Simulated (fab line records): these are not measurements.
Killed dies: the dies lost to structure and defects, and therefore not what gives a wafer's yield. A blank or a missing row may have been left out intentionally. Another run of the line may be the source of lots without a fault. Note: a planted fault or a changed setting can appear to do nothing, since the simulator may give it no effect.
Struck lot and sound lot, side by side ; flow ritCmos ; 20 steps out of a route of 202
Sound: these wafers, L256.1, L256.3, L256.5. The struck wafers were L260.3, L260.4, L260.5. The cause is given at the end.
Order at every step that has rows: each side's tool, ch and its chambers, its first start. Under that, the readings that differ: sound wafers ; struck wafers ; difference of the means ; sigmas: that difference in standard deviations of wafers without a fault.
alike: same words and numbers on both sides, and readings whose means sit less than 2 such deviations apart. not compared: any withheld reading, any reading some wafer has no value for, any bound like >300 that may hide the same value, and any number with overlapping values for which the record gives no deviation.
Wherever a step has rows on one side only, a row that says differs or no value, or a row with sigmas, the two part there. Non-overlapping numbers with no deviation appear without sigmas and do not part them. Lack of a reading on every wafer of one side parts them only where that side has two or more wafers.

first, 2 steps without rows for these wafers: RIT_NWELL_HARDBAKE_07 (time 120 s); RIT_NWELL_IMPLANT_08.
RIT_NWELL_STRIP_09: strips in O2, time 180 s.
  sound on plasmaAsher-02 ch 0,1, day 3 12:46; struck on plasmaAsher-02 ch 0,1, day 4 10:14
  alike: drypumpMotorCurrentA
  not compared: rfHoursCounterH
RIT_NWELL_TW_MEAS_10:
  struck on filmMetro-03, day 4 10:22; sound on filmMetro-03, day 3 12:56
  alike: NWELL_TW
then, 6 steps without rows for these wafers: RIT_PWELL_HMDS_00 (prime time 60 s); RIT_PWELL_COAT_01 (resist thk 1300 nm); RIT_PWELL_SOFTBAKE_02 (time 60 s); RIT_PWELL_EXPOSE_03 (exposes mask M3, target cd 43700 nm); RIT_PWELL_PEB_04; RIT_PWELL_DEVELOP_05 (develop time 68 s).
RIT_PWELL_OVL_MEAS_06:
  struck on overlay-01, day 4 11:26; sound on overlay-02, day 3 14:03
reading;sound;struck;difference;sigmas
PWELL_OVL (nm);2.2 4.4 3.5;-1.1 -1.3 -1.4;-4.6;-3
then, 1 step without rows for these wafers: RIT_PWELL_HARDBAKE_07 (time 120 s).
RIT_PWELL_IMPLANT_08:
  sound on implanter-04 ch 0, day 3 14:20; struck on implanter-04 ch 0, day 4 11:45
reading;sound;struck;difference;sigmas
doseIonsCm2;6.998e+13 6.996e+13 6.985e+13;7.55e+13 7.551e+13 7.543e+13;+5.55e+12;+74
faradayCurrentUA;222 227 230;244 240 238;+14;+3
RIT_PWELL_STRIP_09: strips in O2, time 180 s.
  sound on plasmaAsher-02 ch 0,1, day 3 14:29; struck on plasmaAsher-02 ch 0,1, day 4 11:55
  alike: drypumpMotorCurrentA
  not compared: rfHoursCounterH
RIT_PWELL_TW_MEAS_10:
  struck on filmMetro-01, day 4 12:03; sound on filmMetro-04, day 3 14:40
  alike: PWELL_TW
then, 1 step without rows for these wafers: RIT_WELLDRIVE_ANNEAL_00 (time 14700 s).
RIT_WELLDRIVE_RS_MEAS_01: measurement is done with a four-point probe.
  struck on filmMetro-04, day 4 18:20; sound on filmMetro-04, day 3 20:32
  alike: NWELL_RS
RIT_WELLDRIVE_RS_MEAS_02: measurement is done with a four-point probe.
  struck on filmMetro-04, day 4 18:28; sound on filmMetro-04, day 3 20:39
reading;sound;struck;difference;sigmas
PWELL_RS (ohm/sq);428.1 427.0 429.6;410.1 410.8 409.5;-18.1;-15
then, 1 step without rows for these wafers: RIT_NRETRO_HMDS_00 (prime time 60 s).
RIT_M1_PROBE_99:
  struck on prober-02, day 6 01:35; sound on prober-02, day 5 02:42
reading;sound;struck;difference;sigmas
model.etest.pwellPinched.rsOhmSq;453.3 453.8 449.2;437.5 444 438.9;-12.0;
model.etest.pwell.rsOhmSq;409.6 412.3 415.9;402.5 405.1 399.1;-10.4;
model.etest.wellEdgeLeft.lineOhmUm;180.2 182.8 184.7;185.8 185 187.1;+3.4;
model.etest.fieldN.vtV (V);34.38 34.53 35.22;35.98 36.11 36.73;+1.56;
model.etest.diodeNplusPwell.bvV (V);5.929 5.919 5.941;5.817 5.808 5.834;-0.110;
model.etest.nmos_0p3.bvV (V);5.482 5.512 5.506;5.377 5.388 5.43;-0.102;
  alike: killedAtContacts, killedAtFrontEnd, killedDies, killedOpen, killedShort
  not compared: model.etest.nmos_0p3.driveUaUm, model.etest.wellEdgeRight.lineOhmUm

WHERE THEY PART
Earliest at RIT_PWELL_OVL_MEAS_06; latest, in this record, at RIT_WELLDRIVE_RS_MEAS_02. Later steps at which nothing parts them and some readings are alike: RIT_M1_PROBE_99.

WHY: the cause the simulator had injected
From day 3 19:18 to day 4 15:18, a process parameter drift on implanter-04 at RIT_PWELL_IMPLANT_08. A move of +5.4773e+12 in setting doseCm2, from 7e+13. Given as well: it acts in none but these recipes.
